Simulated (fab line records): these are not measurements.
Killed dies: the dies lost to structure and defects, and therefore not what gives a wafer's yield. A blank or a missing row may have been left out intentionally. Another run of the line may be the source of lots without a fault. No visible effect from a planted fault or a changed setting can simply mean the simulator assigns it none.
Struck lot and sound lot, side by side	flow rit-cmos	17 out of 202 route steps
Sound: wafers L550.1, L550.2, L550.3. The struck wafers were L553.1, L553.4, L553.6. Last of all comes the cause.
Per side, at each step with rows, come the tool, then ch with its chambers, and then its first start. Under that, the readings that differ: sound wafers	struck wafers	difference of the means	sigmas: that difference in standard deviations of wafers without a fault.
alike: words and numbers the same on both sides, and readings whose means are apart by under 2 such deviations; not compared: readings that were withheld, readings missing a value for some wafer, numbers with overlapping values and no deviation given by the record, and bounds like >300 which may hide the same value.
The two part at a step that has a row with sigmas, a row that says differs or no value, or rows on one side only. Numbers that don't overlap but have no deviation are shown without sigmas and don't part them. A reading that every wafer of one side lacks parts them only if that side has two wafers or more.

first, 1 step without rows for these wafers: RIT_PRETRO_DEVELOP_05 (develop time 68 s).
RIT_PRETRO_OVL_MEAS_06:
  sound on overlay-02, day 5 01:43; struck on overlay-01, day 5 16:22
  alike: PRETRO_OVL
then, 2 steps without rows for these wafers: RIT_PRETRO_HARDBAKE_07 (time 120 s); RIT_PRETRO_IMPLANT_08.
RIT_PRETRO_STRIP_09: strips in O2, time 180 s.
  sound on plasma-asher-01 ch 0,1, day 5 02:10; struck on plasma-asher-01 ch 0,1, day 5 16:49
  alike: drypump-motor-current-A
  not compared: rf-hours-counter-h
RIT_PRETRO_TW_MEAS_10:
  sound on film-metro-01, day 5 02:20; struck on film-metro-01, day 5 16:59
  alike: PRETRO_TW
then, 5 steps without rows for these wafers: RIT_GATE_WET_ETCH_00 (etches SiO2 in BOE, target depth 56 nm, time 60 s); RIT_GATE_CLEAN_01 (cleans in SC1, time 600 s); RIT_GATE_CLEAN_02 (cleans in dHF, time 30 s); RIT_GATE_CLEAN_03 (cleans in SC2, time 600 s); RIT_GATE_CLEAN_04 (cleans in dHF, time 60 s).
RIT_FOX2_THK_MEAS_91:
  sound on film-metro-01, day 5 02:49; struck on film-metro-01, day 5 17:28
  alike: FIELD_OXIDE_LEFT_2_THK
RIT_GATE_OXIDATION_05: target thk 3 nm, ox time 270 s.
  sound on furnace-01 ch 0, day 5 04:05; struck on furnace-01 ch 0, day 5 17:32
reading	sound	struck	difference	sigmas
spike-tc-centre-C (C)	900.6 900.5 900.3	884.8 885.5 885.4	-15.2	-9
spike-tc-load-C (C)	926.7 930.6 927.6	912.9 913.1 912.7	-15.4	-9
spike-tc-source-C (C)	922.8 921.9 923.4	906.0 908.1 907.8	-15.4	-13
tube-center-temp-C (C)	900 900.11 900.01	884 884.02 884.04	-16	-99 or more
tube_center_temp_C_max	902.2 901.9 902.5	886.1 886.4 886.3	-15.9	-44
model.SiO2_of_GATE_OXIDATION_05.thk-nm (nm)	3.006 2.987 2.981	2.47 2.483 2.479	-0.51	
  alike: zone-power-centre-pct, zone-power-load-pct
then, 1 step without rows for these wafers: RIT_GATE_ANNEAL_06 (time 600 s).
RIT_GATE_THK_MEAS_07:
  sound on film-metro-01, day 5 06:44; struck on film-metro-01, day 5 18:51
reading	sound	struck	difference	sigmas
GATE_OXIDE_THK (nm)	3.05 2.96 2.97	2.46 2.47 2.38	-0.56	-9
then, 1 step without rows for these wafers: RIT_GATE_CVD_08 (deposits poly-Si from SiH4, target thk 250 nm, time 2220 s).
RIT_M1_PROBE_99:
  sound on prober-02, day 6 07:01; struck on prober-01, day 6 19:58
reading	sound	struck	difference	sigmas
model.etest.pmos_0p3.r-on-ohm-um	6230 6158 6214	5372 5444 5387	-800	
model.etest.pmos-turned.r-on-ohm-um	3386 3416 3509	3095 3143 3156	-306	
model.etest.pmos_0p15.r-on-ohm-um	2708 2682 2783	2473 2540 2526	-211	
model.etest.nmos_0p3.r-on-ohm-um	2145 2096 2139	1941 1992 1964	-161	
model.etest.nmos_0p15.drive-ua-um	481.6 477 458.2	543.7 540.1 538.3	+68.4	
model.etest.nmos-narrow.drive-ua-um	235.4 230.9 232.6	279.2 280.8 281.7	+47.6	
model.etest.nmos_0p3.drive-ua-um	231.2 229.2 228.6	277.7 276 278.2	+47.6	
  alike: killed-at-contacts, killed-at-front-end, killed-dies, killed-open, killed-short
  not compared: model.etest.nmos_0p15.r-on-ohm-um

## WHERE THEY PART
At RIT_GATE_OXIDATION_05 first; at RIT_GATE_THK_MEAS_07 last (within this record only). Later steps at which nothing parts them and some readings are alike: RIT_M1_PROBE_99.

WHY: what had been put in by the simulator
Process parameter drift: furnace-01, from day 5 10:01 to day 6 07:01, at RIT_GATE_OXIDATION_05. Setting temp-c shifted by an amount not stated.
